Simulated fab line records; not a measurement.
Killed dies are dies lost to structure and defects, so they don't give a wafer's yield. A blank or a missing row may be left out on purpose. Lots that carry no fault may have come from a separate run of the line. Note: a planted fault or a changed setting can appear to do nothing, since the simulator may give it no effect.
Chamber matching ; flow berkeleyCmos170 ; rieDiel-02 running UCB170_CONTACT_ETCH_17: 4 sister chambers
The step etches BARC in N2/H2. 4 wafers are shown with their chamber, then 8 later ones without.

## WAFERS WITH THEIR CHAMBER
wafer;chamber;drypumpMotorCurrentA (A)
L155.3;2;6.2
L157.2;0;5.6
L157.4;3;5.2
L159.4;1;6.4

## WAFERS WITHOUT THEIR CHAMBER
wafer;drypumpMotorCurrentA (A)
L159.5;5.5
L159.6;5.2
L162.1;6.4
L162.3;5.2
L162.6;6.4
L165.2;6.2
L165.5;5.2
L165.6;6.2

## EACH ONE'S CHAMBER
wafer;from the rows above;in truth
L159.5;0;0
L159.6;3;3
L162.1;1;1
L162.3;3;3
L162.6;1;1
L165.2;2;2
L165.5;3;3
L165.6;2;2
Correct placement for 8 of the 8. Number that these rows cannot place: 0. Wrongly placed: 0.
How it was worked out, from the rows above alone: a wafer's distance from a chamber is the root of the sum, over the readings, of the square of ((its reading less the chamber's mean) divided by the reading's scatter). If the next closest chamber is less than 2 further off than the closest, the wafer can't be placed; otherwise it belongs to the closest. The mean given for a chamber averages the wafers shown for that chamber. The scatter (one wafer shown for each chamber): square how far every hidden wafer sits from the nearest shown wafer, average those squares and take the square root.
